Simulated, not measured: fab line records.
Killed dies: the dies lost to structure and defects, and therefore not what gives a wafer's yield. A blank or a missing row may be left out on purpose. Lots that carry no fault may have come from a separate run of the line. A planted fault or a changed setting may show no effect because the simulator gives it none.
The tool behind it: which one? ; flow berkeley cmos170 ; 6 lots with 18 wafers sampled at 3 steps, on a route of 331 steps

## WHAT THE GAUGES SHOWED, per wafer
UCB170_V1_THK_MEAS_04.
lot;measured;on;V1_POLISHED_THK (nm)
L611;day 8 15:49;film metro-04;998.5 1000.6 998.8
L618;day 10 20:47;film metro-01;999.6 1000.5 1001.2
L615;day 10 21:05;film metro-02;996.2 1000.4 999.5
L626;day 12 06:44;film metro-02;1000.3 999.0 998.4
L628;day 12 15:41;film metro-02;923.6 998.8 923.4
L630;day 13 01:41;film metro-01;1000.1 999.3 1000.2

## WHAT TOOL EACH LOT RAN ON (gives the tool, then ch and the chambers of the sampled wafers, and finally the start)
lot;UCB170_M1_ETCH_11;UCB170_V1_CVD_00
L611;rie diel-03 ch 1,2,3, day 8 12:37;pecvd-01 ch 0,1, day 8 15:11
L618;rie diel-04 ch 1,3, day 10 03:27;pecvd-04 ch 0,1,2, day 10 18:47
L615;rie diel-04 ch 1,2,3, day 10 05:11;pecvd-01 ch 0,1,2, day 10 18:47
L626;rie diel-04 ch 1,2,3, day 12 04:23;pecvd-03 ch 0,1,2, day 12 06:06
L628;rie diel-04 ch 0,1,2, day 12 13:20;pecvd-01 ch 0,2, day 12 15:04
L630;rie diel-03 ch 2,3, day 12 23:19;pecvd-03 ch 0,2, day 13 01:02
- UCB170_M1_ETCH_11: etches BARC in N2/H2.
- UCB170_V1_CVD_00: deposits SiO2 from TEOS/O2, target thk 2000 nm, time 250 s.

## THE ANSWER, worked out from the rows above alone
Rule: the usual values come from the lots themselves. The widest of any qualifying gaps counts: lots, ordered by their means at a reading, are off when they make up no more than a third of the lots, leave a main group of 4 or more, and stand apart from it by 3 or more times the standard deviation of that group's means. The tables above print the reading to a certain number of digits; a main group whose means all agree to those digits is not used. A lot without any number at a reading at which 4 lots or more have one is off too. Any other lot the step has rows for is counted as sound.
Off: L628, at UCB170_V1_THK_MEAS_04 (V1_POLISHED_THK). The main group: mean 999.5 nm, standard deviation 0.59.
A tool fits if, at a process step before that reading, it ran every lot that is off, and no sound lot after the first of them. Gauges at UCB170_V1_THK_MEAS_04: tried the same way as those tools. Can't be told from this: 3 tools fit, rie diel-04 at UCB170_M1_ETCH_11, pecvd-01 at UCB170_V1_CVD_00, film metro-02 at UCB170_V1_THK_MEAS_04.

## WHAT WAS PUT IN BY THE SIMULATOR
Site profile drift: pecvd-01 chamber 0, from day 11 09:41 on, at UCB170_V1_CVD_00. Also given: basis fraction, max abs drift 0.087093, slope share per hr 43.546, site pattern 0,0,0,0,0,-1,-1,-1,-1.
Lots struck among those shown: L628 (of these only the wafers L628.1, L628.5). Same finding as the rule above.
